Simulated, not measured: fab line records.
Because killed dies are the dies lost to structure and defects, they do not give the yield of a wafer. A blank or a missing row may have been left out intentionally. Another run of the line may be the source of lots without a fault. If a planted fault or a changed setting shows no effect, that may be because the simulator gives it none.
The same fault as seen by 2 desks ; flow berkeley_cmos170 ; what lay behind the numbers comes last; until then each desk has only its own

FOR THE TOOL OWNER'S DESK: pvd_sputter-04
The tool's own readings at UCB170_M2_SPUTTER_01 (material Al, target thk 900 nm, time 120 s): means of the sampled wafers that have a number, for each lot that ran on this tool. Any lot whose mean is over 4 standard deviations away from the usual mean is out of limits and marked OUT; that distance is given in the brackets.
Columns: A = chamber_pressure_pa at UCB170_M2_SPUTTER_01, usual 0.5000 Pa; B = throttle_valve_pct at UCB170_M2_SPUTTER_01, usual 29.7 %
lot;first seen here;A;B
L261;day 8 01:44;0.5000;30.5
L264;day 8 06:54;0.4997;28.7
L268;day 9 07:39;0.4996;29.8
L273;day 10 20:08;0.5476 (+49) OUT;29.6
L274;day 11 03:52;0.5464 (+48) OUT;27.5
L275;day 11 12:50;0.5467 (+48) OUT;29.0
This desk's finding: out of limits on L273, L274, L275; first on L273, day 10 20:08 (chamber_pressure_pa at UCB170_M2_SPUTTER_01). In limits: L261, L264, L268.

THE METROLOGY DESK
Lot by lot, what the gauges showed, no matter which tool ran the lot: averages of those sampled wafers that carry a number. Any lot whose mean is over 4 standard deviations away from the usual mean is out of limits and marked OUT; that distance is given in the brackets.
Columns: A = cd_nm at UCB170_M1_CD_MEAS_09, usual 699.4 nm; B = cd_nm at UCB170_M1_CD_MEAS_90, usual 699.4 nm; C = V1_POLISHED_THK at UCB170_V1_THK_MEAS_04, usual 999.6 nm; D = M2_AL_RS at UCB170_M2_RS_MEAS_02, usual 0.0324 ohm/sq; E = M2_AL_THK at UCB170_M2_THK_MEAS_03, usual 889 nm
lot;first seen here;A;B;C;D;E
L256;day 6 14:43;700.1;699.6;998.2;0.0323;892
L257;day 7 04:35;697.5;698.0;999.9;0.0324;887
L259;day 7 18:04;700.4;701.2;999.7;0.0323;889
L258;day 7 18:11;699.3;698.8;1000.7;0.0322;888
L261;day 7 18:20;700.1;699.2;1000.2;0.0328;881
L260;day 7 18:41;698.5;697.4;999.1;0.0327;878
L264;day 7 23:43;697.6;697.8;1000.5;0.0325;891
L265;day 8 14:32;699.9;700.6;998.4;0.0326;886
L268;day 9 00:49;700.8;698.9;999.8;0.0324;896
L272;day 10 11:18;697.5;697.4;1000.3;0.0319;904
L273;day 10 13:21;700.2;698.8;1000.1;0.0333;862
L274;day 10 18:59;699.5;698.9;998.9;0.0334;863
L275;day 11 04:31;698.1;698.5;999.5;0.0338 (+4.5) OUT;852
L277;day 11 05:32;697.3;696.6;999.8;0.0318;904
L278;day 11 12:49;699.5;701.8;999.0;0.0327;881
This desk's finding: out of limits on L275; first on L275, day 11 13:00 (M2_AL_RS at UCB170_M2_RS_MEAS_02). In limits: L256, L257, L259, L258, L261, L260, L264, L265, L268, L272, L273, L274, L277, L278.

BROUGHT TOGETHER
The tool owner's desk could have raised an alarm at day 10 20:08, on L273, L274, L275.
On L275, the metrology desk was in a position to raise an alarm at day 11 13:00.
The metrology desk has L273, L274 on record, within its limits.
All the named lots went through UCB170_M2_SPUTTER_01 on pvd_sputter-04.

WHAT THE SIMULATOR PUT IN
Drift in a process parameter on pvd_sputter-04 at UCB170_M2_SPUTTER_01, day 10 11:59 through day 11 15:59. Setting chamber_pressure_pa shifted by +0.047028 from 0.5. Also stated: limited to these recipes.
Lots struck among those shown: L273, L274, L275.
Time in hours from fault onset to the first out-of-limits reading at each desk: tool owner's desk 8, metrology desk 25.
